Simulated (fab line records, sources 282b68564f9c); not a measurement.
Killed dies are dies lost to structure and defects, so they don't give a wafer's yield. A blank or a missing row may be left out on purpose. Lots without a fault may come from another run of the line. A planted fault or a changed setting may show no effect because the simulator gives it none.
fab line records | flow rit_cmos
record lots=14 wafers=42 last_day=7
route steps=202 shown PRETRO@73 CONTACT@179 M1@202
lots that met no fault: from a run of the same line without faults
start_h: hours from the record's first day to the start of the lot's first wafer shown | wait_h: hours since the lot's step before | " the same as in the row above | L1.1+2: a row that stands for several wafers | - no value, or no start given | * or withheld: withheld | < > ~ a bound
route shown NAME@n: a module of which the file shows steps, and the number in the route of the first | usual: mean/standard deviation of fault-free wafers | same: alike in all rows | chamber/n: place in a boat | sites: the reading at each site | _std_site: their standard deviation | _edge_site: outer sites' mean less inner sites' | radius_mm: how far each site lies from the wafer's centre | mask NAME#n: copy n | behind: the tool/chamber that last shaped the wafer | hold: why the lot was held/for how many hours/how that ended | device: the transistor (n, p or np) that didn't switch | end of line: the same wafers' tests at the end of the route | a step without rows: its recipe alone | killed: dies lost to structure and defects at the first sort, not the wafer's yield | map: a wafer's dies, x killed, . not, _ none there
set.NAME: the setting as run; set.NAME@STEP: as run at that earlier step | model.NAME: the simulator's own value behind a step, which no gauge read
steps of the route over a sample of lots; a table a step, a row a wafer
services: from which hour (start_h, from the record's first day; less than 0 if before it) a tool's chamber was out of use, for how many hours, and why
## steps
# step RIT_PRETRO_STRIP_09
# recipe chemistry=O2 time_s=180 resist=NOVOLAK platen_temp_c=withheld power_w=500 pressure_mtorr=4000 o2_flow_sccm=4000
# usual chamber_pressure_mTorr=4000/3.6 drypump_motor_current_A=5.5/0.49 rf_refl_power_W=8.2/1.7
# columns lot.wafer tool chamber start_h wait_h chamber_pressure_mTorr drypump_motor_current_A rf_hours_counter_h rf_refl_power_W
L748.2 plasma_asher-01 0 32.70 0.1 3993 5.8 36 8.2
L748.4 " 0 " " 4000 5.8 - 7.8
L748.5 " 0 " " 4003 5.8 - 7.9
L749.1 plasma_asher-03 0 37.57 0.1 4002 5.3 41 6.4
L749.2 " 1 " " 4005 6.1 41 9.4
L749.4 " 0 " " 3993 5.2 - 6.1
L750.1 plasma_asher-01 0 44.78 0.1 4000 5.8 37 8.5
L750.2 " 1 " " 3994 4.8 37 10.3
L750.4 " 0 " " 3999 5.8 - 8.1
L751.1 plasma_asher-03 0 51.09 0.1 3998 5.2 42 6.4
L751.5 " 1 " " 3998 6.1 - 9.1
L751.6 " 0 " " 4001 5.3 - 6.3
L752.1 plasma_asher-04 1 57.13 0.1 3999 6.1 40 9.3
L752.5 " 0 " " 4000 5.3 - 5.5
L752.6 " 1 " " 3999 6.1 - 9.2
L757.1 plasma_asher-01 0 79.33 0.1 3996 5.8 40 7.7
L757.4 " 1 " " 4005 4.8 - 10.3
L757.6 " 0 " " 4004 5.8 - 7.7
L758.2 plasma_asher-01 1 84.21 0.1 4005 4.8 41 10.0
L758.3 " 0 " " 4010 5.8 - 7.8
L758.4 " 1 " " 3999 4.8 - 9.9
L759.1 plasma_asher-04 0 88.46 0.1 3997 5.3 44 5.4
L759.4 " 0 " " 4003 5.3 - 5.5
L759.5 " 0 " " 4002 5.3 - 5.5
L763.1 plasma_asher-01 1 108.39 0.1 4008 4.8 44 9.4
L763.2 " 0 " " 3996 5.8 44 7.9
L763.6 " 0 " " 3995 5.8 - 7.7
L764.2 plasma_asher-04 1 111.54 0.1 4005 6.1 47 9.4
L764.3 " 1 " " 4005 6.1 - 9.7
L764.6 " 1 " " 3994 6.1 - 9.4
L765.1 plasma_asher-01 1 117.53 0.1 3999 4.8 45 9.9
L765.2 " 0 " " 3999 5.8 45 7.9
L765.6 " 1 " " 4003 4.8 - 10.0
L766.1 plasma_asher-03 1 123.74 0.1 4001 6.0 1 9.1
L766.3 " 1 " " 4004 6.1 - 9.2
L766.6 " 0 " " 4000 5.3 - 6.8
L769.1 plasma_asher-01 1 137.00 0.1 3999 4.8 47 10.2
L769.2 " 0 " " 4000 5.8 47 7.8
L769.4 " 0 " " 4001 5.8 - 8.0
L770.2 plasma_asher-04 0 142.85 0.1 4001 5.3 50 5.3
L770.4 " 1 " " 4006 6.1 - 9.5
L770.5 " 1 " " 4001 6.1 - 9.3
# step RIT_PRETRO_TW_MEAS_10
# usual PRETRO_TW=474.7/2.5
# columns lot.wafer tool chamber start_h wait_h PRETRO_TW
L748.2 film_metro-04 - 32.89 0.1 473.2
L748.4 " - " " 473.1
L748.5 " - " " 472.3
L749.1 film_metro-01 - 37.75 0.1 474.3
L749.2 " - " " 479.6
L749.4 " - " " 477.9
L750.1 film_metro-01 - 44.96 0.1 475.3
L750.2 " - " " 476.2
L750.4 " - " " 475.8
L751.1 film_metro-04 - 51.27 0.1 471.7
L751.5 " - " " 469.1
L751.6 " - " " 470.9
L752.1 film_metro-04 - 57.30 0.1 470.8
L752.5 " - " " 470.1
L752.6 " - " " 467.6
L757.1 film_metro-03 - 79.51 0.1 474.2
L757.4 " - " " 477.3
L757.6 " - " " 474.7
L758.2 film_metro-03 - 84.39 0.1 477.4
L758.3 " - " " 476.0
L758.4 " - " " 478.1
L759.1 film_metro-04 - 88.63 0.1 472.1
L759.4 " - " " 471.4
L759.5 " - " " 470.8
L763.1 film_metro-03 - 108.57 0.1 474.8
L763.2 " - " " 476.7
L763.6 " - " " 473.9
L764.2 film_metro-01 - 111.73 0.1 478.3
L764.3 " - " " 475.4
L764.6 " - " " 475.1
L765.1 film_metro-01 - 117.71 0.1 477.7
L765.2 " - " " 474.2
L765.6 " - " " 471.7
L766.1 film_metro-01 - 123.91 0.1 478.4
L766.3 " - " " 477.4
L766.6 " - " " 476.3
L769.1 film_metro-01 - 137.17 0.1 476.5
L769.2 " - " " 475.8
L769.4 " - " " 475.3
L770.2 film_metro-03 - 143.04 0.1 472.1
L770.4 " - " " 474.6
L770.5 " - " " 471.7
# step RIT_CONTACT_ETCH_11
# recipe target_depth_a=4800 over_etch_frac=0.2 stop_on=TiSi2 chemistry=CHF3/CF4/Ar target=SiO2 CHF3_flow_sccm=50 cf4_flow_sccm=10 Ar_flow_sccm=100 O2_flow_sccm=5 pressure_mtorr=100 rf_w=200 time_s=320
# usual cf4_flow_sccm=10.000/0.028 chamber_pressure_mTorr=99.99/0.1 drypump_motor_current_A=5.7/0.48 oes_product_au=0.989/0.015 over_etch_frac=0.2/0 throttle_valve_pct=8.80/0.1
# columns lot.wafer tool chamber start_h wait_h cf4_flow_sccm chamber_pressure_mTorr drypump_motor_current_A oes_product_au over_etch_frac rf_hours_counter_h throttle_valve_pct
L748.2 rie_diel-02 0 57.08 0.1 10.029 99.93 5.0 0.982 0.2 135 8.80
L748.4 " 3 " " 10.053 99.83 6.5 0.987 0.2 6 8.86
L748.5 " 2 " " 10.025 99.88 6.4 1.013 0.2 - 8.82
L749.1 rie_diel-02 2 64.93 0.1 10.037 100.13 6.4 1.016 0.2 112 8.83
L749.2 " 1 " " 10.025 100.07 5.7 1.014 0.2 4 8.81
L749.4 " 3 " " 10.061 99.94 6.5 0.988 0.2 6 8.87
L750.1 rie_diel-02 3 68.96 0.1 10.041 99.99 6.5 0.997 0.2 7 8.85
L750.2 " 0 " " 10.027 100.03 5.0 0.986 0.2 135 8.83
L750.4 " 1 " " 9.995 99.80 5.7 1.007 0.2 4 8.81
L751.1 rie_diel-04 3 74.10 0.1 10.005 99.96 5.6 0.969 0.2 6 8.60
L751.5 " 3 " " 10.015 99.99 5.7 0.967 0.2 - 8.60
L751.6 " 2 " " 9.988 100.00 5.5 0.976 0.2 - 8.78
L752.1 rie_diel-03 0 81.08 0.1 10.009 99.91 5.6 1.011 0.2 119 8.62
L752.5 " 1 " " 9.999 99.95 5.5 0.999 0.2 - 8.95
L752.6 " 2 " " 10.036 99.95 4.9 0.967 0.2 - 8.74
L757.1 rie_diel-04 3 102.02 0.1 9.960 99.97 5.6 0.961 0.2 6 8.62
L757.4 " 1 " " 9.993 99.97 5.8 0.970 0.2 5 8.81
L757.6 " 2 " " 9.997 99.84 5.5 0.980 0.2 - 8.80
L758.2 rie_diel-03 3 104.81 0.1 10.025 99.95 5.8 0.991 0.2 128 8.73
L758.3 " 2 " " 9.985 99.96 4.8 0.975 0.2 8 8.76
L758.4 " 0 " " 10.027 100.03 5.6 0.998 0.2 120 8.62
L759.1 rie_diel-02 0 111.18 0.1 9.963 100.02 5.1 0.980 0.223 136 8.80
L759.4 " 2 " " 9.965 99.98 6.3 1.022 0.2 113 8.81
L759.5 " 2 " " 9.968 100.05 6.3 1.018 0.2 - 8.83
L763.1 rie_diel-02 2 130.85 0.1 9.938 99.92 6.3 1.017 0.2 114 8.82
L763.2 " 0 " " 10.017 100.07 5.0 0.986 0.223 136 8.80
L763.6 " 2 " " 9.976 100.02 6.3 1.012 0.2 - 8.81
L764.2 rie_diel-03 2 132.84 0.1 9.971 100.15 4.9 0.978 0.2 9 8.77
L764.3 " 0 " " 9.997 100.01 5.6 1.002 0.2 120 8.62
L764.6 " 0 " " 9.983 100.04 5.5 0.999 0.2 - 8.63
L765.1 rie_diel-03 2 138.97 0.1 10.005 99.92 4.8 0.981 0.2 9 8.75
L765.2 " 0 " " 10.052 99.86 5.6 1.004 0.2 120 8.63
L765.6 " 2 " " 9.994 100.07 4.9 0.973 0.2 - 8.76
L766.1 rie_diel-03 0 146.57 0.1 10.021 99.96 5.6 0.998 0.2 121 8.63
L766.3 " 2 " " 10.041 100.13 4.9 0.969 0.2 9 8.76
L766.6 " 2 " " 9.985 100.00 4.9 0.973 0.2 - 8.76
L769.1 rie_diel-03 3 159.74 0.1 9.989 99.80 5.8 0.994 0.2 128 8.76
L769.2 " 1 " " 10.015 100.04 5.5 0.995 0.2 35 8.94
L769.4 " 0 " " 10.023 99.86 5.5 1.004 0.2 - 8.63
L770.2 rie_diel-04 0 163.40 0.1 10.005 99.91 5.5 1.003 0.2 13 9.01
L770.4 " 3 " " 9.968 100.01 5.6 0.962 0.2 8 8.60
L770.5 " 1 " " 9.981 99.98 5.8 0.977 0.2 - 8.81
# step RIT_CONTACT_STRIP_12
# recipe chemistry=O2 time_s=180 resist=NOVOLAK platen_temp_c=withheld power_w=500 pressure_mtorr=4000 o2_flow_sccm=4000
# usual chamber_pressure_mTorr=4000/4 drypump_motor_current_A=5.5/0.41 rf_refl_power_W=7.6/1.6
# columns lot.wafer tool chamber start_h wait_h chamber_pressure_mTorr drypump_motor_current_A rf_hours_counter_h rf_refl_power_W
L748.2 plasma_asher-03 0 57.27 0.1 4004 5.3 43 6.2
L748.4 " 1 " " 4004 6.0 - 9.0
L748.5 " 1 " " 4001 6.1 - 9.4
L749.1 plasma_asher-04 0 65.13 0.1 4005 5.3 41 5.3
L749.2 " 1 " " 4001 6.1 41 9.3
L749.4 " 0 " " 4003 5.3 - 5.5
L750.1 plasma_asher-02 1 69.15 0.1 4009 5.1 28 8.3
L750.2 " 0 " " 3996 5.3 28 6.5
L750.4 " 1 " " 3998 5.1 - 8.2
L751.1 plasma_asher-04 1 74.29 0.1 3998 6.1 42 9.6
L751.5 " 0 " " 4002 5.3 - 5.4
L751.6 " 1 " " 3998 6.1 - 9.5
L752.1 plasma_asher-02 0 81.28 0.1 4006 5.3 30 7.0
L752.5 " 0 " " 4000 5.2 - 7.2
L752.6 " 1 " " 3995 5.1 - 8.1
L757.1 plasma_asher-03 1 102.21 0.1 4002 6.1 48 9.2
L757.4 " 0 " " 3998 5.2 - 6.5
L757.6 " 1 " " 4002 6.1 - 9.4
L758.2 plasma_asher-04 0 105.00 0.1 4005 5.3 46 5.2
L758.3 " 0 " " 3991 5.2 - 5.5
L758.4 " 1 " " 4004 6.1 - 9.4
L759.1 plasma_asher-02 0 111.38 0.1 4002 5.3 33 6.9
L759.4 " 0 " " 4004 5.3 - 7.7
L759.5 " 0 " " 3999 5.3 - 7.6
L763.1 plasma_asher-04 1 131.04 0.1 4002 6.0 49 9.0
L763.2 " 0 " " 4006 5.3 49 5.5
L763.6 " 0 " " 3998 5.3 - 5.4
L764.2 plasma_asher-03 0 133.03 0.1 3990 5.3 1 6.1
L764.3 " 0 " " 4000 5.3 - 6.3
L764.6 " 1 " " 4003 6.1 - 9.6
L765.1 plasma_asher-04 1 139.17 0.1 4002 6.1 49 9.8
L765.2 " 0 " " 3998 5.3 49 5.5
L765.6 " 0 " " 4003 5.3 - 5.4
L766.1 plasma_asher-04 1 146.76 0.1 4000 6.1 50 9.3
L766.3 " 0 " " 3999 5.3 - 5.5
L766.6 " 0 " " 4003 5.3 - 5.3
L769.1 plasma_asher-04 0 159.93 0.1 3996 5.3 51 5.5
L769.2 " 1 " " 4005 6.1 51 9.5
L769.4 " 0 " " 3990 5.3 - 5.7
L770.2 plasma_asher-04 0 163.59 0.1 4004 5.3 52 5.4
L770.4 " 0 " " 4001 5.3 - 5.6
L770.5 " 0 " " 4000 5.3 - 5.0
# step RIT_M1_PROBE_99
# usual killed_at_contacts=0.1/0.3 killed_at_front_end=7/3.3 killed_dies=7/3.3 killed_open=3.8/2.3 killed_short=3.5/2.1
# same gross_dies=264 killed_at_M0_to_M3=0 killed_at_M4_up=0 killed_at_back_side=0 killed_at_other=0
# columns lot.wafer tool chamber start_h wait_h killed_at_contacts killed_at_front_end killed_dies killed_open killed_short
L749.1 prober-01 - 69.80 0.1 1 7 8 1 7
L749.2 prober-01 - 69.85 0.1 0 9 9 5 4
L749.4 prober-01 - 69.95 0.2 0 7 7 2 4
L751.1 prober-01 - 79.11 0.1 0 4 4 2 2
L751.5 prober-01 - 79.31 0.2 0 7 7 4 3
L751.6 prober-01 - 79.36 0.2 0 8 8 2 6
L752.1 prober-01 - 86.17 0.1 0 14 14 7 7
L752.5 prober-01 - 86.37 0.2 0 8 8 3 5
L752.6 prober-01 - 86.42 0.2 0 11 11 8 3
L763.1 prober-01 - 135.72 0.1 0 2 2 0 2
L763.2 prober-01 - 135.77 0.1 0 8 8 4 4
L763.6 prober-01 - 135.97 0.2 0 10 10 5 5
L765.1 prober-02 - 143.96 0.1 0 6 6 3 3
L765.2 prober-02 - 144.01 0.1 0 9 9 3 6
L765.6 prober-02 - 144.21 0.2 0 4 4 2 2
L769.1 prober-02 - 164.75 0.1 0 10 10 4 6
L769.2 prober-02 - 164.80 0.1 0 4 4 1 3
L769.4 prober-02 - 164.90 0.2 0 12 12 5 7
# killed by level:class
L749.1 REOX:geometric_particle:short=4 FOX1:geometric_particle:short=1 GATE:geometric_particle:short=1 GATE:geometric_particle:open=1 CONTACT:geometric_particle:short=1
L749.2 GATE:geometric_particle:open=3 REOX:geometric_particle:short=2 FOX1:geometric_particle:short=1 GATE:geometric_particle:short=1 REOX:geometric_particle:open=1 SILICIDE:geometric_particle:open=1
L749.4 REOX:geometric_particle:short=2 FOX1:geometric_particle:open=1 FOX1:geometric_particle:short=1 GATE:geometric_particle:short=1 SPACER:geometric_particle:open=1 PRETRO:coat_microbubble_printed=1
L751.1 FOX1:geometric_particle:open=1 FOX2:geometric_particle:open=1 GATE:geometric_particle:short=1 SPACER:geometric_particle:short=1
L751.5 GATE:geometric_particle:open=3 FOX1:geometric_particle:open=1 FOX2:geometric_particle:short=1 SPACER:geometric_particle:short=1 SILICIDE:geometric_particle:short=1
L751.6 SPACER:geometric_particle:short=3 GATE:geometric_particle:short=2 FOX2:geometric_particle:open=1 FOX2:geometric_particle:short=1 SPACER:geometric_particle:open=1
L752.1 FOX1:geometric_particle:open=3 FOX1:geometric_particle:short=2 GATE:geometric_particle:short=2 REOX:geometric_particle:open=2 SPACER:geometric_particle:short=2 SPACER:geometric_particle:open=2 FOX2:geometric_particle:short=1
L752.5 FOX1:geometric_particle:short=2 FOX1:geometric_particle:open=1 FOX2:geometric_particle:short=1 GATE:geometric_particle:open=1 SPACER:geometric_particle:short=1 SILICIDE:geometric_particle:open=1 SILICIDE:geometric_particle:short=1
L752.6 FOX1:geometric_particle:open=3 SILICIDE:geometric_particle:open=3 GATE:geometric_particle:short=2 GATE:geometric_particle:open=1 SPACER:geometric_particle:open=1 SILICIDE:geometric_particle:short=1
L763.1 GATE:geometric_particle:short=1 REOX:geometric_particle:short=1
L763.2 GATE:geometric_particle:short=2 GATE:geometric_particle:open=2 SPACER:geometric_particle:open=2 REOX:geometric_particle:short=1 SPACER:geometric_particle:short=1
L763.6 GATE:geometric_particle:open=3 FOX2:geometric_particle:short=2 FOX1:geometric_particle:short=1 FOX2:geometric_particle:open=1 GATE:geometric_particle:short=1 REOX:geometric_particle:open=1 REOX:geometric_particle:short=1
L765.1 GATE:geometric_particle:open=3 GATE:geometric_particle:short=2 SPACER:geometric_particle:short=1
L765.2 FOX1:geometric_particle:short=3 GATE:geometric_particle:short=2 REOX:geometric_particle:open=2 REOX:geometric_particle:short=1 SILICIDE:geometric_particle:open=1
L765.6 GATE:geometric_particle:open=1 REOX:geometric_particle:open=1 SPACER:geometric_particle:short=1 SILICIDE:geometric_particle:short=1
L769.1 GATE:geometric_particle:short=4 FOX2:geometric_particle:open=2 FOX2:geometric_particle:short=2 SPACER:geometric_particle:open=2
L769.2 GATE:geometric_particle:short=2 FOX1:geometric_particle:short=1 GATE:geometric_particle:open=1
L769.4 FOX1:geometric_particle:open=2 FOX2:geometric_particle:short=2 SPACER:geometric_particle:short=2 FOX2:geometric_particle:open=1 GATE:geometric_particle:short=1 GATE:geometric_particle:open=1 REOX:geometric_particle:short=1 SPACER:geometric_particle:open=1
## services
# columns tool chamber start_h hours kind
plasma_asher-01 - 14.56 3.2 repair
rie_diel-02 3 47.18 3.2 repair
rie_diel-04 3 86.84 2.3 repair
plasma_asher-03 - 86.96 2.8 repair
plasma_asher-03 - 108.75 9.0 pm
plasma_asher-03 0 108.75 9.0 vent_cycle
plasma_asher-03 1 108.75 9.0 vent_cycle
plasma_asher-03 0 117.75 - clean
plasma_asher-03 1 117.75 - clean
rie_diel-04 0 125.20 9.8 repair
rie_diel-04 - 128.07 13.8 repair
rie_diel-04 3 129.12 3.5 repair
rie_diel-03 3 131.54 16.4 repair
plasma_asher-04 - 136.28 2.8 pm
rie_diel-02 2 141.63 17.9 repair
plasma_asher-02 - 153.39 1.0 repair
rie_diel-03 2 157.16 2.7 repair
rie_diel-04 2 157.16 4.5 repair
rie_diel-03 3 160.37 17.6 repair
## key
first_sign step=RIT_CONTACT_ETCH_11 reading=over_etch_frac direction=up sigmas=99+ usual=0.2 struck=0.223
effect none on later readings
met_at RIT_CONTACT_ETCH_11
struck_lots L759,L763
struck_wafers L759.1,L763.2
tester_left_out L759,L763
not_acting_at RIT_PRETRO_STRIP_09,RIT_PRETRO_TW_MEAS_10,RIT_CONTACT_STRIP_12
onset_between 68.96 111.18
fault kind=process_parameter_drift tool=rie_diel-02 chamber=0 onset_h=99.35 steps=RIT_CONTACT_ETCH_11 channel=over_etch_frac offset=0.023001 shape=step end_h=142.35 acts_in=these_recipes_only stated=0.2
# tester_left_out: of these lots the tester's yield and bins aren't shown, on N5 and GAA mostly nor the transistor test; their killed dies are dies lost to structure and defects alone, not to doping, threshold or leakage, so they don't give the yield
